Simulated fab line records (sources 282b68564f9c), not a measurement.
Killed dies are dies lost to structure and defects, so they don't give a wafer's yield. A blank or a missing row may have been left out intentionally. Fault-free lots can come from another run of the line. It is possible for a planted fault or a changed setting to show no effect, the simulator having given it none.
Which tool was responsible? :: flow rit_cmos :: 14 lots, 42 wafers sampled, at 2 steps of a route of 202

WHAT EACH GAUGE READ, for each wafer
RIT_WELLDRIVE_RS_MEAS_02: measures by four-point-probe.
lot: L614
measured: day 2 04:11
on: film_metro-04
PWELL_RS (ohm/sq): 428.8 429.0 428.8

lot: L615
measured: day 2 09:22
on: film_metro-04
PWELL_RS (ohm/sq): 427.5 430.8 429.3

lot: L616
measured: day 2 14:43
on: film_metro-01
PWELL_RS (ohm/sq): 428.0 429.0 428.6

lot: L617
measured: day 2 20:05
on: film_metro-01
PWELL_RS (ohm/sq): 430.6 430.1 429.5

lot: L618
measured: day 3 00:17
on: film_metro-02
PWELL_RS (ohm/sq): 427.8 430.7 430.6

lot: L619
measured: day 3 05:07
on: film_metro-01
PWELL_RS (ohm/sq): 427.5 429.7 429.9

lot: L620
measured: day 3 09:49
on: film_metro-01
PWELL_RS (ohm/sq): 430.6 430.0 430.7

lot: L623
measured: day 4 01:47
on: film_metro-04
PWELL_RS (ohm/sq): 429.2 428.5 428.1

lot: L624
measured: day 4 06:32
on: film_metro-04
PWELL_RS (ohm/sq): 428.7 428.6 429.1

lot: L626
measured: day 4 16:40
on: film_metro-01
PWELL_RS (ohm/sq): 431.1 432.3 429.9

lot: L627
measured: day 4 21:57
on: film_metro-02
PWELL_RS (ohm/sq): 427.4 427.3 426.6

lot: L628
measured: day 5 03:02
on: film_metro-02
PWELL_RS (ohm/sq): 430.3 429.3 430.1

lot: L632
measured: day 5 22:53
on: film_metro-01
PWELL_RS (ohm/sq): 442.0 442.3 443.8

lot: L633
measured: day 6 04:32
on: film_metro-04
PWELL_RS (ohm/sq): 444.4 444.0 443.6

WHAT TOOL EACH LOT RAN ON (gives the tool, then ch and the chambers of the sampled wafers, and finally the start)
lot: L614
RIT_PWELL_IMPLANT_08: implanter-04 ch 0, day 1 22:36

lot: L615
RIT_PWELL_IMPLANT_08: implanter-04 ch 0, day 2 03:47

lot: L616
RIT_PWELL_IMPLANT_08: implanter-03 ch 0, day 2 09:07

lot: L617
RIT_PWELL_IMPLANT_08: implanter-01 ch 0, day 2 14:31

lot: L618
RIT_PWELL_IMPLANT_08: implanter-01 ch 0, day 2 18:42

lot: L619
RIT_PWELL_IMPLANT_08: implanter-03 ch 0, day 2 23:32

lot: L620
RIT_PWELL_IMPLANT_08: implanter-04 ch 0, day 3 04:14

lot: L623
RIT_PWELL_IMPLANT_08: implanter-03 ch 0, day 3 20:12

lot: L624
RIT_PWELL_IMPLANT_08: implanter-01 ch 0, day 4 00:20

lot: L626
RIT_PWELL_IMPLANT_08: implanter-01 ch 0, day 4 10:10

lot: L627
RIT_PWELL_IMPLANT_08: implanter-04 ch 0, day 4 15:43

lot: L628
RIT_PWELL_IMPLANT_08: implanter-03 ch 0, day 4 20:32

lot: L632
RIT_PWELL_IMPLANT_08: implanter-04 ch 0, day 5 17:19

lot: L633
RIT_PWELL_IMPLANT_08: implanter-04 ch 0, day 5 22:58
- RIT_PWELL_IMPLANT_08

WHAT THE TOOLS THEMSELVES READ (means of the sampled wafers that have a number; where no wafer has one, the mark that the record gives instead)
RIT_PWELL_IMPLANT_08.
lot: L614
tool: implanter-04
dose_ions_cm2: 7.001e+13
faraday_current_uA: 220
tilt_deg (degrees): 7.007

lot: L615
tool: implanter-04
dose_ions_cm2: 6.996e+13
faraday_current_uA: 220
tilt_deg (degrees): 7.002

lot: L616
tool: implanter-03
dose_ions_cm2: 7.000e+13
faraday_current_uA: 222
tilt_deg (degrees): 7.017

lot: L617
tool: implanter-01
dose_ions_cm2: 7.007e+13
faraday_current_uA: 221
tilt_deg (degrees): 7.002

lot: L618
tool: implanter-01
dose_ions_cm2: 6.989e+13
faraday_current_uA: 224
tilt_deg (degrees): 7.013

lot: L619
tool: implanter-03
dose_ions_cm2: 7.004e+13
faraday_current_uA: 225
tilt_deg (degrees): 6.983

lot: L620
tool: implanter-04
dose_ions_cm2: 6.997e+13
faraday_current_uA: 216
tilt_deg (degrees): 7.000

lot: L623
tool: implanter-03
dose_ions_cm2: 7.002e+13
faraday_current_uA: 216
tilt_deg (degrees): 7.003

lot: L624
tool: implanter-01
dose_ions_cm2: 6.996e+13
faraday_current_uA: 223
tilt_deg (degrees): 6.984

lot: L626
tool: implanter-01
dose_ions_cm2: 7.000e+13
faraday_current_uA: 224
tilt_deg (degrees): 7.006

lot: L627
tool: implanter-04
dose_ions_cm2: 6.997e+13
faraday_current_uA: 223
tilt_deg (degrees): 6.984

lot: L628
tool: implanter-03
dose_ions_cm2: 6.993e+13
faraday_current_uA: 221
tilt_deg (degrees): 6.972

lot: L632
tool: implanter-04
dose_ions_cm2: 6.643e+13
faraday_current_uA: 208
tilt_deg (degrees): 7.012

lot: L633
tool: implanter-04
dose_ions_cm2: 6.642e+13
faraday_current_uA: 208
tilt_deg (degrees): 7.029

THE ANSWER, worked out from the rows above alone
Rule: usual is defined by the lots themselves. Put in order of their means at a reading, lots are off if they are a third of the lots or fewer, leave a main group of 4 or more, and stand apart from it by a gap of 3 or more times the standard deviation of the main group's means; of several such gaps the widest counts. If all means in a main group match to the digits the tables above print for the reading, that group is not used. A lot without any number at a reading at which 4 lots or more have one is off too. The other lots that the step has rows for count as sound. After the gauges, taken in route order, come the tools' own readings; for these a lot's mean is taken, as printed above. At the first step where some lot is off, the reading lying furthest off is the one used; lots without a number count as furthest.
Off: L632, L633, at RIT_WELLDRIVE_RS_MEAS_02 (PWELL_RS). For the main group the mean is 429.3 ohm/sq and the standard deviation 1.
If a tool, at a process step before that reading, ran all the lots that are off and no sound lot after the first of them, it fits. Not tried: the gauges at RIT_WELLDRIVE_RS_MEAS_02; whatever is off there is also off at RIT_PWELL_IMPLANT_08, on other tools, and gauge error can't account for it. One candidate fits, namely implanter-04 at RIT_PWELL_IMPLANT_08. A fault onset in the window from L627 (day 4 15:43, its last sound lot) to L632 (day 5 17:19, its first lot off) fits.
The tool's own readings at RIT_PWELL_IMPLANT_08 bear it out: on the lots that are off they differ by more than 5 times the standard deviation of the sound lots' means. dose_ions_cm2 reads 6.642e+13 there against 6.998e+13 on the sound lots.

WHAT THE SIMULATOR HAD INSERTED
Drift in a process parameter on implanter-04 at RIT_PWELL_IMPLANT_08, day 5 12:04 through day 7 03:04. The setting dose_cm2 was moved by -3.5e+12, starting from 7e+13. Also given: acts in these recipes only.
Struck lots among those shown: L632, L633. This agrees with what the rule above found.
